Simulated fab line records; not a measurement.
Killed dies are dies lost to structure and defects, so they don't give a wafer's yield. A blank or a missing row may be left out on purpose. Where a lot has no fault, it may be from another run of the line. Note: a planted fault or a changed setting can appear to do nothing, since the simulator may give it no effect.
A lot that was struck, set against a sound lot    flow berkeleyCmos170    17 out of 331 route steps
Sound: these wafers, L129.1, L129.4, L129.6. Struck: wafers L138.1, L138.3, L138.4. Last of all comes the cause.
At each step with rows: each side's tool, then ch and its chambers, then its first start. Under that, the readings that differ: sound wafers    struck wafers    difference of the means    sigmas: that difference in standard deviations of wafers without a fault.
alike: readings with means less than 2 such deviations apart, plus words and numbers identical on both sides. not compared: withheld readings, readings lacking a value on some wafer, bounds such as >300 that could conceal the same value, and numbers that have no deviation in the record and whose values overlap.
Wherever a step has rows on one side only, a row that says differs or no value, or a row with sigmas, the two part there. Non-overlapping numbers with no deviation appear without sigmas and do not part them. A reading that every wafer of one side lacks parts them only if that side has two wafers or more.

first, 3 steps without rows for these wafers: UCB170_ACTIVE_EXPOSE_10 (exposes mask ACTIVE, target cd 1200 nm); UCB170_ACTIVE_PEB_11; UCB170_ACTIVE_DEVELOP_12 (develop time 45 s).
UCB170_ACTIVE_CD_MEAS_13: target cd 1200 nm.
  sound on cdSem-01 at day 6 02:17; struck on cdSem-01 at day 7 17:43
  alike: cdNm
UCB170_ACTIVE_OVL_MEAS_14:
  sound on overlay-02 at day 6 02:24; struck on overlay-02 at day 7 17:50
  alike: ACTIVE_OVL
UCB170_ACTIVE_ETCH_15: etches Si3N4 in CH3F/Ar/O2, stops on SiO2, target depth 242 nm, time 151 s.
  sound on rieDiel-03 ch 0,2,3, day 6 02:26; struck on rieDiel-02 ch 1,2,3, day 7 17:52
  alike: O2_flow_sccm, drypumpMotorCurrentA, oesProductAu, throttleValvePct
  not compared: rfHoursCounterH
UCB170_ACTIVE_STRIP_16: strips in O2.
  sound on plasmaAsher-04 ch 0,1, day 6 02:32; struck on plasmaAsher-01 ch 0,1, day 7 17:58
  alike: drypumpMotorCurrentA, oesProductAu, stripTimeToEndpointS
  not compared: rfHoursCounterH
UCB170_ACTIVE_CD_MEAS_90: target cd 1200 nm.
  sound on cdSem-01 at day 6 02:40; struck on cdSem-01 at day 7 18:19
  alike: cdNm
then, 4 steps without rows for these wafers: UCB170_ACTIVE_CLEAN_17 (cleans in SPM, time 600 s); UCB170_PFIELD_HMDS_00 (prime time 60 s); UCB170_PFIELD_COAT_01 (resist thk 900 nm); UCB170_PFIELD_SOFTBAKE_02 (time 60 s).
UCB170_PFIELD_EXPOSE_03: exposes mask PFIELD, target cd 1500 nm.
  sound on krfScanner-02 ch 0, day 6 03:25; struck on krfScanner-01 ch 0, day 7 19:38
reading                       sound                 struck             difference  sigmas
model.PFIELD.overlayXNm (nm)  -1.546 -1.546 -1.546  491.9 491.9 491.9  +493.4      
  alike: mask
then, 2 steps without rows for these wafers: UCB170_PFIELD_PEB_04; UCB170_PFIELD_DEVELOP_05 (develop time 45 s).
UCB170_PFIELD_OVL_MEAS_06:
  sound on overlay-01 at day 6 03:49; struck on overlay-02 at day 7 20:50
reading          sound  struck       difference  sigmas
PFIELD_OVL (nm)  1 4 3  498 499 498  +496        +99 or more
  not compared: hold
UCB170_M3_PROBE_99:
  the record has rows for the sound wafers here (prober-02, day 10 09:25) and none for the struck ones

WHERE THEY PART
At UCB170_PFIELD_OVL_MEAS_06 first; at UCB170_M3_PROBE_99 last (within this record only).

WHY: the cause the simulator had injected
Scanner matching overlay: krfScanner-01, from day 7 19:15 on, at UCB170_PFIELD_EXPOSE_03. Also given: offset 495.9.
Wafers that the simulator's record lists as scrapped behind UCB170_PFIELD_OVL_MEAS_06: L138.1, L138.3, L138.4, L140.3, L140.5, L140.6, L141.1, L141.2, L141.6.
